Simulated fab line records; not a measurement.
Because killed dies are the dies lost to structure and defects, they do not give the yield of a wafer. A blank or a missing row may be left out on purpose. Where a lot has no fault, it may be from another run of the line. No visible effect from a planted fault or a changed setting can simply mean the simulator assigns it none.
Which tool did it? ; flow berkeleyCmos170 ; 15 lots with 45 wafers sampled at 3 steps, on a route of 331 steps

WHAT EACH GAUGE READ, for each wafer
UCB170_M2_CD_MEAS_90: the cd target is 700 nm.
lot;measured;on;cdNm (nm)
L858;day 7 01:35;cdSem-01;696 699 698
L862;day 8 01:31;cdSem-01;702 699 705
L861;day 8 01:58;cdSem-01;696 702 693
L860;day 8 02:05;cdSem-02;699 699 702
L866;day 8 06:34;cdSem-02;702 703 702
L865;day 8 06:57;cdSem-02;705 703 704
L871;day 9 23:01;cdSem-01;696 697 698
L872;day 10 08:56;cdSem-02;- - -
L873;day 10 09:43;cdSem-01;- - -
L875;day 10 10:58;cdSem-01;- - -
L877;day 11 03:24;cdSem-01;703 702 701
L876;day 11 12:31;cdSem-02;698 702 702
L879;day 11 12:38;cdSem-01;698 699 700
L878;day 11 12:47;cdSem-01;698 699 699
L881;day 12 06:29;cdSem-01;698 703 700

TOOL THAT RAN EACH LOT (tool first, then ch and the chambers of the sampled wafers, then the start)
lot;UCB170_M2_ETCH_17;UCB170_M2_METAL_ETCH_18
L858;rieDiel-01 ch 1,2, day 7 01:09;rieMetal-04 ch 0,1, day 7 01:11
L862;rieDiel-01 ch 1,2,3, day 8 01:11;rieMetal-03 ch 0,1, day 8 01:13
L861;rieDiel-04 ch 0,2,3, day 8 01:38;rieMetal-02 ch 0,1, day 8 01:41
L860;rieDiel-01 ch 0,1,2, day 8 01:46;rieMetal-04 ch 0,1, day 8 01:48
L866;rieDiel-01 ch 1,3, day 8 06:14;rieMetal-03 ch 0,1, day 8 06:16
L865;rieDiel-02 ch 0,3, day 8 06:37;rieMetal-03 ch 0,1, day 8 06:40
L871;rieDiel-04 ch 0,2, day 9 22:41;rieMetal-04 ch 0, day 9 22:44
L872;rieDiel-01 ch 1,2,3, day 10 08:34;rieMetal-03 ch 0,1, day 10 08:40
L873;rieDiel-02 ch 1,2,3, day 10 09:22;rieMetal-02 ch 0,1, day 10 09:25
L875;rieDiel-02 ch 2,3, day 10 10:37;rieMetal-04 ch 0,1, day 10 10:39
L877;rieDiel-01 ch 0,3, day 11 03:02;rieMetal-03 ch 0,1, day 11 03:08
L876;rieDiel-04 ch 0,2, day 11 12:11;rieMetal-04 ch 0,1, day 11 12:13
L879;rieDiel-02 ch 0,1, day 11 12:19;rieMetal-03 ch 0,1, day 11 12:21
L878;rieDiel-01 ch 0,1,3, day 11 12:27;rieMetal-02 ch 0,1, day 11 12:30
L881;rieDiel-02 ch 1,2,3, day 12 06:09;rieMetal-03 ch 0,1, day 12 06:11
- UCB170_M2_ETCH_17: etches BARC in N2/H2.
- UCB170_M2_METAL_ETCH_18: etches Al in Cl2/BCl3, stops on SiO2, target depth 1170 nm, time 195 s.

AS READ BY THE TOOLS THEMSELVES (means over the sampled wafers that have a number; for cases with no such wafer, the mark the record gives instead)
UCB170_M2_ETCH_17.
lot;tool;biasW (W);chamberPressureMTorr (mTorr);drypumpMotorCurrentA (A);oesProductAu (a.u.);throttleValvePct (%)
L858;rieDiel-01;100.01;30.000;6.0;1.017;13.29
L862;rieDiel-01;99.99;29.969;5.9;1.019;13.32
L861;rieDiel-04;99.55;29.998;5.8;1.002;13.20
L860;rieDiel-01;100.25;29.971;6.0;0.993;13.40
L866;rieDiel-01;100.12;29.999;5.5;1.012;13.43
L865;rieDiel-02;100.25;30.010;5.5;0.962;13.09
L871;rieDiel-04;99.78;30.002;5.8;1.006;13.10
L872;rieDiel-01;-;-;-;-;-
L873;rieDiel-02;-;-;-;-;-
L875;rieDiel-02;-;-;-;-;-
L877;rieDiel-01;100.07;29.998;6.3;0.972;13.46
L876;rieDiel-04;100.19;30.015;5.5;1.011;13.22
L879;rieDiel-02;100.04;30.010;5.3;0.978;13.22
L878;rieDiel-01;100.03;29.985;5.9;0.991;13.45
L881;rieDiel-02;100.02;30.006;5.6;0.988;13.03

UCB170_M2_METAL_ETCH_18.
lot;tool;bcl3FlowSccm (sccm);biasW (W);drypumpMotorCurrentA (A);oesProductAu (a.u.);throttleValvePct (%)
L858;rieMetal-04;44.94;119.7;6.0;0.854;23.87
L862;rieMetal-03;45.04;120.3;5.3;0.862;24.48
L861;rieMetal-02;44.89;119.8;5.4;0.846;24.40
L860;rieMetal-04;44.98;119.9;6.0;0.862;23.87
L866;rieMetal-03;44.96;120.3;5.3;0.868;24.48
L865;rieMetal-03;45.25;119.9;5.3;0.856;24.48
L871;rieMetal-04;45.03;119.9;6.1;0.851;23.68
L872;rieMetal-03;45.02;120.3;5.4;0.379;24.71
L873;rieMetal-02;45.05;120.0;5.4;0.376;24.59
L875;rieMetal-04;44.99;120.1;6.0;0.377;24.10
L877;rieMetal-03;45.01;119.9;5.4;0.866;24.47
L876;rieMetal-04;45.02;119.9;5.8;0.878;24.04
L879;rieMetal-03;45.08;119.9;5.3;0.860;24.38
L878;rieMetal-02;44.82;119.5;5.4;0.873;24.36
L881;rieMetal-03;45.08;120.1;5.3;0.856;24.37

THE ANSWER, worked out from the rows above alone
Rule: the usual values come from the lots themselves. The widest of any qualifying gaps counts: lots, ordered by their means at a reading, are off when they make up no more than a third of the lots, leave a main group of 4 or more, and stand apart from it by 3 or more times the standard deviation of that group's means. The tables above print the reading to a certain number of digits; a main group whose means all agree to those digits is not used. A lot without any number at a reading at which 4 lots or more have one is off too. All remaining lots with rows at the step are treated as sound. The gauges are gone through in route order, then the tools' own readings, and for those a lot's mean is taken as printed above. The first step at which some lot is off is used, and at that step the reading that is off furthest; a lot without a number counts as furthest.
Off: L872, L873, L875 (UCB170_M2_CD_MEAS_90, cdNm). Without a number there: L872, L873, L875. Main group: mean 700 nm, sd 2.2.
A tool fits if, at a process step before that reading, it ran every lot that is off, and no sound lot after the first of them. Not tried: the gauges at UCB170_M2_CD_MEAS_90; whatever is off there is also off at UCB170_M2_ETCH_17, on other tools, and gauge error can't account for it. No candidate that was tried fits.

WHAT THE SIMULATOR HAD PUT IN
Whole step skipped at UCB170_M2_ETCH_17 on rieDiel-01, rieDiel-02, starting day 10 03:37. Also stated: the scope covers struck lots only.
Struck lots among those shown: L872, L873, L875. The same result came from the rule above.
